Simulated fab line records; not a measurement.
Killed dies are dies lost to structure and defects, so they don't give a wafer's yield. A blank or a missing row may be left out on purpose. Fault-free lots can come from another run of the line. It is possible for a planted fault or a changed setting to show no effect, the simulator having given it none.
Which tool was responsible? / flow berkeley_cmos170 / 14 lots with 38 wafers sampled at 6 steps, on a route of 331 steps

## WHAT THE GAUGES READ, wafer by wafer
UCB170_FIELD_THK_MEAS_02.
lot=L912; measured=day 5 14:34; on=film_metro-01; FIELD_OXIDE_THK (nm)=558 568 559
lot=L913; measured=day 5 14:35; on=film_metro-03; FIELD_OXIDE_THK (nm)=547 540 537
lot=L914; measured=day 5 17:48; on=film_metro-01; FIELD_OXIDE_THK (nm)=555 552 558
lot=L915; measured=day 5 17:48; on=film_metro-04; FIELD_OXIDE_THK (nm)=562 561 563
lot=L916; measured=day 6 02:29; on=film_metro-03; FIELD_OXIDE_THK (nm)=560 565 565
lot=L917; measured=day 6 02:29; on=film_metro-04; FIELD_OXIDE_THK (nm)=558 564 558
lot=L920; measured=day 6 15:43; on=film_metro-03; FIELD_OXIDE_THK (nm)=570 563 568
lot=L919; measured=day 6 15:43; on=film_metro-04; FIELD_OXIDE_THK (nm)=580 578 573
lot=L922; measured=day 6 21:02; on=film_metro-03; FIELD_OXIDE_THK (nm)=538
lot=L927; measured=day 7 06:47; on=film_metro-04; FIELD_OXIDE_THK (nm)=557
lot=L923; measured=day 7 15:28; on=film_metro-04; FIELD_OXIDE_THK (nm)=564 569 563
lot=L928; measured=day 7 15:28; on=film_metro-03; FIELD_OXIDE_THK (nm)=571 563 570
lot=L931; measured=day 8 07:13; on=film_metro-03; FIELD_OXIDE_THK (nm)=568 557 572
lot=L932; measured=day 8 17:09; on=film_metro-03; FIELD_OXIDE_THK (nm)=545 550 541

UCB170_FIELD_THK_MEAS_90.
lot=L912; measured=day 5 22:41; on=film_metro-03; FIELD_OXIDE_LEFT_1_THK (nm)=441 452 442
lot=L913; measured=day 5 22:42; on=film_metro-04; FIELD_OXIDE_LEFT_1_THK (nm)=431 423 420
lot=L914; measured=day 6 00:26; on=film_metro-03; FIELD_OXIDE_LEFT_1_THK (nm)=437 435 441
lot=L915; measured=day 6 00:26; on=film_metro-04; FIELD_OXIDE_LEFT_1_THK (nm)=445 444 446
lot=L916; measured=day 6 08:07; on=film_metro-04; FIELD_OXIDE_LEFT_1_THK (nm)=443 449 448
lot=L917; measured=day 6 08:07; on=film_metro-03; FIELD_OXIDE_LEFT_1_THK (nm)=443 448 443
lot=L920; measured=day 7 01:10; on=film_metro-04; FIELD_OXIDE_LEFT_1_THK (nm)=454 446 452
lot=L919; measured=day 7 01:10; on=film_metro-03; FIELD_OXIDE_LEFT_1_THK (nm)=463 460 453
lot=L922; measured=day 7 03:58; on=film_metro-03; FIELD_OXIDE_LEFT_1_THK (nm)=420
lot=L927; measured=day 7 18:54; on=film_metro-04; FIELD_OXIDE_LEFT_1_THK (nm)=440
lot=L923; measured=day 7 23:03; on=film_metro-03; FIELD_OXIDE_LEFT_1_THK (nm)=447 451 446
lot=L928; measured=day 7 23:03; on=film_metro-04; FIELD_OXIDE_LEFT_1_THK (nm)=455 446 453
lot=L931; measured=day 8 17:50; on=film_metro-03; FIELD_OXIDE_LEFT_1_THK (nm)=453 441 457
lot=L932; measured=day 9 05:10; on=film_metro-01; FIELD_OXIDE_LEFT_1_THK (nm)=427 435 425

UCB170_SILICIDE_RS_MEAS_02: the measuring method here is four-point-probe.
lot=L912; measured=day 7 23:06; on=film_metro-01; SILICIDE_TI_RS (ohm/sq)=25.7 25.6 25.9
lot=L913; measured=day 7 22:39; on=film_metro-03; SILICIDE_TI_RS (ohm/sq)=25.9 26.2 26.1
lot=L914; measured=day 7 21:26; on=film_metro-03; SILICIDE_TI_RS (ohm/sq)=26.2 25.6 25.6
lot=L915; measured=day 7 22:16; on=film_metro-01; SILICIDE_TI_RS (ohm/sq)=26.0 26.6 26.7
lot=L916; measured=day 8 05:41; on=film_metro-01; SILICIDE_TI_RS (ohm/sq)=25.7 25.7 25.5
lot=L917; measured=day 8 05:41; on=film_metro-04; SILICIDE_TI_RS (ohm/sq)=26.6 26.7 26.2
lot=L920; measured=day 9 11:46; on=film_metro-03; SILICIDE_TI_RS (ohm/sq)=26.0 26.2 26.3
lot=L919; measured=day 9 11:44; on=film_metro-01; SILICIDE_TI_RS (ohm/sq)=26.0 26.1 26.1
lot=L922; measured=day 9 12:50; on=film_metro-03; SILICIDE_TI_RS (ohm/sq)=27.8 28.0
lot=L927; measured=day 10 01:35; on=film_metro-01; SILICIDE_TI_RS (ohm/sq)=27.4 27.7
lot=L923; measured=day 10 07:27; on=film_metro-03; SILICIDE_TI_RS (ohm/sq)=25.6 25.7 25.8
lot=L928; measured=day 10 08:32; on=film_metro-01; SILICIDE_TI_RS (ohm/sq)=25.5 25.8 26.0
lot=L931; measured=day 10 18:13; on=film_metro-03; SILICIDE_TI_RS (ohm/sq)=26.1 25.9 25.9
lot=L932; measured=day 11 09:14; on=film_metro-03; SILICIDE_TI_RS (ohm/sq)=25.8 25.7 25.3

UCB170_SILICIDE_THK_MEAS_03: measures by xrf.
lot=L912; measured=day 7 23:13; on=film_metro-01; SILICIDE_TI_THK (nm)=31.3 31.5 31.1
lot=L913; measured=day 7 22:45; on=film_metro-03; SILICIDE_TI_THK (nm)=30.5 30.2 30.3
lot=L914; measured=day 7 21:33; on=film_metro-03; SILICIDE_TI_THK (nm)=30.1 30.7 30.9
lot=L915; measured=day 7 22:23; on=film_metro-01; SILICIDE_TI_THK (nm)=31.1 30.5 30.4
lot=L916; measured=day 8 05:48; on=film_metro-01; SILICIDE_TI_THK (nm)=31.2 31.2 31.3
lot=L917; measured=day 8 05:48; on=film_metro-04; SILICIDE_TI_THK (nm)=30.2 29.9 30.3
lot=L920; measured=day 9 11:53; on=film_metro-03; SILICIDE_TI_THK (nm)=30.5 30.3 30.2
lot=L919; measured=day 9 11:51; on=film_metro-01; SILICIDE_TI_THK (nm)=31.1 30.6 30.6
lot=L922; measured=day 9 18:40; on=film_metro-03; SILICIDE_TI_THK (nm)=28.7 28.8
lot=L927; measured=day 10 04:09; on=film_metro-01; SILICIDE_TI_THK (nm)=29.6
lot=L923; measured=day 10 07:34; on=film_metro-03; SILICIDE_TI_THK (nm)=30.8 30.7 30.5
lot=L928; measured=day 10 08:39; on=film_metro-01; SILICIDE_TI_THK (nm)=31.5 31.2 30.9
lot=L931; measured=day 10 18:20; on=film_metro-03; SILICIDE_TI_THK (nm)=30.2 30.4 30.5
lot=L932; measured=day 11 09:21; on=film_metro-03; SILICIDE_TI_THK (nm)=30.8 30.7 31.0

UCB170_V1_THK_MEAS_04.
lot=L912; measured=day 8 22:32; on=film_metro-02; V1_POLISHED_THK (nm)=1000.8 1000.7 1001.6
lot=L913; measured=day 8 16:26; on=film_metro-02; V1_POLISHED_THK (nm)=998.8 998.7 1000.5
lot=L914; measured=day 8 15:49; on=film_metro-01; V1_POLISHED_THK (nm)=998.1 999.8 998.1
lot=L915; measured=day 8 16:25; on=film_metro-01; V1_POLISHED_THK (nm)=999.8 1000.3 1001.5
lot=L916; measured=day 8 22:50; on=film_metro-01; V1_POLISHED_THK (nm)=1002.4 1000.6 1000.1
lot=L917; measured=day 8 22:35; on=film_metro-03; V1_POLISHED_THK (nm)=1001.9 999.5 1001.0
lot=L920; measured=day 10 02:12; on=film_metro-02; V1_POLISHED_THK (nm)=1000.7 1000.4 1000.9
lot=L919; measured=day 10 02:31; on=film_metro-02; V1_POLISHED_THK (nm)=1001.4 1000.9 998.8
lot=L927; measured=day 10 14:58; on=film_metro-01; V1_POLISHED_THK (nm)=998.8
lot=L923; measured=day 10 20:46; on=film_metro-02; V1_POLISHED_THK (nm)=998.9 1000.0 1000.3
lot=L928; measured=day 11 00:56; on=film_metro-02; V1_POLISHED_THK (nm)=999.2 999.3 998.1
lot=L931; measured=day 11 08:38; on=film_metro-02; V1_POLISHED_THK (nm)=1000.3 999.9 1002.6
lot=L932; measured=day 11 20:42; on=film_metro-01; V1_POLISHED_THK (nm)=999.5 1001.4 1000.0

## WHAT TOOL EACH LOT RAN ON (gives the tool, then ch and the chambers of the sampled wafers, and finally the start)
lot=L912; UCB170_SILICIDE_SPUTTER_01=pvd_sputter-03, day 7 23:04
lot=L913; UCB170_SILICIDE_SPUTTER_01=pvd_sputter-02, day 7 22:35
lot=L914; UCB170_SILICIDE_SPUTTER_01=pvd_sputter-02, day 7 21:24
lot=L915; UCB170_SILICIDE_SPUTTER_01=pvd_sputter-04, day 7 22:14
lot=L916; UCB170_SILICIDE_SPUTTER_01=pvd_sputter-03, day 8 05:39
lot=L917; UCB170_SILICIDE_SPUTTER_01=pvd_sputter-02, day 8 05:39
lot=L920; UCB170_SILICIDE_SPUTTER_01=pvd_sputter-03, day 9 11:41
lot=L919; UCB170_SILICIDE_SPUTTER_01=pvd_sputter-02, day 9 11:41
lot=L922; UCB170_SILICIDE_SPUTTER_01=pvd_sputter-03, day 9 12:43
lot=L927; UCB170_SILICIDE_SPUTTER_01=pvd_sputter-03, day 10 01:34
lot=L923; UCB170_SILICIDE_SPUTTER_01=pvd_sputter-02, day 10 07:23
lot=L928; UCB170_SILICIDE_SPUTTER_01=pvd_sputter-04, day 10 08:29
lot=L931; UCB170_SILICIDE_SPUTTER_01=pvd_sputter-04, day 10 18:11
lot=L932; UCB170_SILICIDE_SPUTTER_01=pvd_sputter-04, day 11 09:11
- UCB170_SILICIDE_SPUTTER_01: material Ti, target thk 30 nm, time 25 s.

## WHAT THE TOOLS THEMSELVES READ (means of the sampled wafers that have a number; where no wafer has one, the mark that the record gives instead)
UCB170_SILICIDE_SPUTTER_01.
lot=L912; tool=pvd_sputter-03; throttle_valve_pct (%)=30.4
lot=L913; tool=pvd_sputter-02; throttle_valve_pct (%)=29.5
lot=L914; tool=pvd_sputter-02; throttle_valve_pct (%)=29.9
lot=L915; tool=pvd_sputter-04; throttle_valve_pct (%)=30.6
lot=L916; tool=pvd_sputter-03; throttle_valve_pct (%)=30.7
lot=L917; tool=pvd_sputter-02; throttle_valve_pct (%)=29.9
lot=L920; tool=pvd_sputter-03; throttle_valve_pct (%)=29.8
lot=L919; tool=pvd_sputter-02; throttle_valve_pct (%)=29.2
lot=L922; tool=pvd_sputter-03; throttle_valve_pct (%)=29.9
lot=L927; tool=pvd_sputter-03; throttle_valve_pct (%)=29.9
lot=L923; tool=pvd_sputter-02; throttle_valve_pct (%)=30.1
lot=L928; tool=pvd_sputter-04; throttle_valve_pct (%)=30.7
lot=L931; tool=pvd_sputter-04; throttle_valve_pct (%)=30.3
lot=L932; tool=pvd_sputter-04; throttle_valve_pct (%)=30.1

## THE ANSWER, worked out from the rows above alone
Rule: what is usual is taken from the lots themselves. The widest of any qualifying gaps counts: lots, ordered by their means at a reading, are off when they make up no more than a third of the lots, leave a main group of 4 or more, and stand apart from it by 3 or more times the standard deviation of that group's means. Not used: any main group whose means are identical at the precision the tables above print for the reading. A lot without any number at a reading at which 4 lots or more have one is off too. Any other lot the step has rows for is counted as sound. First the gauges in route order, then the tools' own readings, where a lot's mean is used as printed above. At the first step where some lot is off, the reading lying furthest off is the one used; lots without a number count as furthest.
Off: L922, L927, seen at UCB170_SILICIDE_RS_MEAS_02 (SILICIDE_TI_RS). Main group: mean 26.0 ohm/sq, sd 0.29.
If a tool, at a process step before that reading, ran all the lots that are off and no sound lot after the first of them, it fits. The gauges at UCB170_SILICIDE_RS_MEAS_02 are tried like those tools. One candidate fits, namely pvd_sputter-03 at UCB170_SILICIDE_SPUTTER_01. A fault onset in the window from L920 (day 9 11:41, its last sound lot) to L922 (day 9 12:43, its first lot off) fits.

## WHAT THE SIMULATOR HAD INSERTED
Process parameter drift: pvd_sputter-03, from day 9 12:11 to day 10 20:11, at UCB170_SILICIDE_SPUTTER_01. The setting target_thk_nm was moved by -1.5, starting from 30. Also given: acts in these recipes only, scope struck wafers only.
Struck lots among those shown: L922, L927. The rule above reached the same finding.
